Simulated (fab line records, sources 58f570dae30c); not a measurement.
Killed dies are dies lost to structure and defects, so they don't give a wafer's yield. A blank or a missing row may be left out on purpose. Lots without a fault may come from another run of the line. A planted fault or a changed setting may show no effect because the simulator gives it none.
A struck lot beside a sound one | flow berkeley_cmos170 | 17 steps out of a route of 331
Sound: wafers L336.3, L336.4, L336.6. Struck: wafers L346.2, L346.3, L346.6. The cause comes at the end.
At each step with rows: each side's tool, then ch and its chambers, then its first start. Under that, the readings that differ: sound wafers | struck wafers | difference of the means | sigmas: that difference in standard deviations of wafers without a fault.
alike: readings whose means differ by less than 2 such deviations, and words and numbers that are the same on both sides. not compared: withheld readings, readings that some wafer has no value for, bounds like >300 that may hide the same value, and numbers for which the record gives no deviation and whose values overlap.
The two part at a step that has a row with sigmas, a row that says differs or no value, or rows on one side only. Numbers that don't overlap but have no deviation are shown without sigmas and don't part them. A reading that every wafer of one side lacks parts them only if that side has two wafers or more.

first, 1 step without rows for these wafers: UCB170_PLDD_DEVELOP_05 (develop time 45 s).
UCB170_PLDD_CD_MEAS_06: target cd 1200 nm.
  sound on cd_sem-01, day 8 07:16; struck on cd_sem-01, day 10 01:48
  reading    | sound                | struck               | difference | sigmas
  cd_nm (nm) | 1200.9 1203.0 1200.4 | 1198.1 1198.7 1200.3 | -2.4       | -2
UCB170_PLDD_OVL_MEAS_07:
  sound on overlay-02, day 8 07:21; struck on overlay-01, day 10 01:55
  alike: PLDD_OVL
then, 2 steps without rows for these wafers: UCB170_PLDD_IMPLANT_08; UCB170_PLDD_IMPLANT_09.
UCB170_PLDD_STRIP_10: strips in O2.
  sound on plasma_asher-01 ch 0,1, day 8 07:43; struck on plasma_asher-02 ch 0,1, day 10 02:20
  reading                      | sound             | struck            | difference | sigmas
  strip_time_to_endpoint_s (s) | 21.68 21.68 21.64 | 21.54 21.57 21.57 | -0.11      | -2
  alike: drypump_motor_current_A, oes_product_au
  not compared: rf_hours_counter_h
UCB170_PLDD_TW_MEAS_11:
  sound on film_metro-04, day 8 07:47; struck on film_metro-03, day 10 02:26
  reading | sound          | struck      | difference | sigmas
  PLDD_TW | 1026 1030 1028 | 997 999 990 | -33        | -3
then, 5 steps without rows for these wafers: UCB170_PLDD_CLEAN_12 (cleans in SPM, time 600 s); UCB170_NLDD_HMDS_00 (prime time 60 s); UCB170_NLDD_COAT_01 (resist thk 900 nm); UCB170_NLDD_SOFTBAKE_02 (time 60 s); UCB170_NLDD_EXPOSE_03 (exposes mask NSELECT, target cd 1200 nm).
UCB170_NLDD_PEB_04:
  sound on litho_track-01 ch 0, day 8 08:38; struck on litho_track-01 ch 0, day 10 04:04
  alike: chill_plate_temp_C
then, 1 step without rows for these wafers: UCB170_NLDD_DEVELOP_05 (develop time 45 s).
UCB170_NLDD_CD_MEAS_06: target cd 1200 nm.
  sound on cd_sem-01, day 8 08:55; struck on cd_sem-02, day 10 04:20
  reading    | sound                | struck               | difference | sigmas
  cd_nm (nm) | 1198.9 1199.3 1198.8 | 1204.2 1204.5 1205.0 | +5.6       | +4
  not compared: hold
UCB170_NLDD_OVL_MEAS_07:
  sound on overlay-02, day 8 09:00; struck on overlay-01, day 10 04:26
  alike: NLDD_OVL
  not compared: hold
UCB170_M3_PROBE_99:
  the record has rows for the sound wafers here (prober-02, day 9 17:07) and none for the struck ones

WHERE THEY PART
First at UCB170_PLDD_CD_MEAS_06; last, within this record, at UCB170_M3_PROBE_99.

WHY: what the simulator had put in
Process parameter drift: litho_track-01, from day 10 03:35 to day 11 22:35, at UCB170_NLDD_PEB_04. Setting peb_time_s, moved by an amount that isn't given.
